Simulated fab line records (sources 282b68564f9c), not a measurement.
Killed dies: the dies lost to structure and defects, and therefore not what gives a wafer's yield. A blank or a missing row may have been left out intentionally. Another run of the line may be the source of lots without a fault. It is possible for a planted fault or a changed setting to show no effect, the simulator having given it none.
Split-lot study	flow rit cmos	23 wafers read across 5 lots, on a route 202 steps long

THE SPLIT
At RIT_M1_SPUTTER_00 (material Al, target thk 400 nm, time 500 s), the setting power w was moved away from the recipe's 2000 W on 10 of the 23 wafers read, by -11.0% to -6.0%. All remaining wafers had this setting at the recipe value.

FROM THE SPLIT TO THE READING: what the file shows between them, 6 steps
- RIT_M1_RS_MEAS_01: measures by four-point-probe
- RIT_M1_THK_MEAS_02: measures by xrf
- RIT_M1_EXPOSE_06: exposes mask M12, target cd 2600 nm (also split here: dose mj)
- RIT_M1_PEB_07
- RIT_M1_DEVELOP_08: develop time 68 s
- RIT_M1_CD_MEAS_09: target cd 2600 nm

THE READING
oes product au, in a.u., at RIT_M1_METAL_ETCH_12 (etches Al in Cl2/BCl3, stops on SiO2, time 165 s, target depth 600 nm). A value of 0.771 a.u. with a standard deviation of 0.0069 a.u. is what fault-free wafers of this fab line usually give.

wafer	tool, chamber at the split	power w as run, W	against the recipe	oes product au, a.u.	against lot-mates on the recipe
L078.1	pvd sputter-03, -	1879	-6.0%	0.748	-0.025
L078.2	pvd sputter-03, -	1879	-6.0%	0.745	-0.028
L078.3	pvd sputter-03, -	2000	recipe	0.766	-
L078.4	pvd sputter-03, -	2000	recipe	0.773	-
L078.6	pvd sputter-03, -	2000	recipe	0.781	-
L080.1	pvd sputter-03, -	2000	recipe	0.767	-
L080.2	pvd sputter-03, -	1839	-8.1%	0.726	-0.045
L080.3	pvd sputter-03, -	2000	recipe	0.778	-
L080.4	pvd sputter-03, -	1839	-8.1%	0.725	-0.046
L080.5	pvd sputter-03, -	2000	recipe	0.769	-
L081.1	pvd sputter-04, -	1780	-11.0%	0.732	-0.045
L081.2	pvd sputter-04, -	2000	recipe	0.779	-
L081.4	pvd sputter-04, -	1780	-11.0%	0.734	-0.043
L081.5	pvd sputter-04, -	2000	recipe	0.775	-
L081.6	pvd sputter-04, -	1780	-11.0%	0.729	-0.048
L082.1	pvd sputter-02, -	2000	recipe	0.765	-
L082.2	pvd sputter-02, -	1829	-8.6%	0.723	-0.044
L082.3	pvd sputter-02, -	1829	-8.6%	0.716	-0.051
L082.4	pvd sputter-02, -	1829	-8.6%	0.737	-0.030
L082.5	pvd sputter-02, -	2000	recipe	0.769	-
L085.3	pvd sputter-03, -	2000	recipe	0.770	-
L085.5	pvd sputter-03, -	2000	recipe	0.770	-
L085.6	pvd sputter-03, -	2000	recipe	0.766	-

THE FIT
A straight line over all 23 wafers: oes product au changes by +0.00443 a.u. for each +1% of power w; r = +0.94; the points scatter about the line by 0.0077 a.u.
The same after taking each lot's own level away (the mean of its wafers on the recipe; 23 wafers): +0.00458 a.u. for each +1%; r = +0.96; scatter 0.0058 a.u.
Per that fit: largest power w move, reading shift of 0.05 a.u.
The span of the lots' own levels, 0.7670 to 0.7770 a.u., comes to 1.4 times the standard deviation stated above.
Consequently the slope shifts little with the lot-to-lot level, the two slopes agreeing.
Check: -0.0518 a.u. against its lot-mates is what the line predicts for one of the wafers moved furthest among these (-11.0%) when that wafer is left out of the fit. Against them it came out at -0.045 a.u.

OTHER SPLITS ON THESE WAFERS
Note: prior to the reading, these wafers also went through further splits. Each is held against what the fit with the lots' levels taken away leaves over:
other split on the same wafers	wafers away from the commonest value	r with oes product au (lot level and that fit taken away)
RIT_CONTACT_CVD_00 time s	7	+0.23
RIT_M1_EXPOSE_06 dose mj	11	+0.07

THE WHOLE CHAIN: every reading that the file lists as answering this split, in the file's order
step	what it does	reading	change (the file's fit)	r (the file's)
RIT_M1_SPUTTER_00	material Al, target thk 400 nm, time 500 s	Al_of_M1_SPUTTER_00.thk nm (the simulator's own value, which no gauge read)	+4.05 nm for each +1% of the setting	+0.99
RIT_M1_RS_MEAS_01	measures by four-point-probe	M1_AL_RS	-0.000844 for each +1% of the setting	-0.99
RIT_M1_THK_MEAS_02	measures by xrf	M1_AL_THK	+4.1 for each +1% of the setting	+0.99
RIT_M1_METAL_ETCH_12	etches Al in Cl2/BCl3, stops on SiO2, time 165 s, target depth 600 nm	oes product au	+0.0047 a.u. for each +1% of the setting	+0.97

FILE'S OWN FIT
oes product au changes by +0.0047 a.u. for each +1% of power w, r = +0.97.
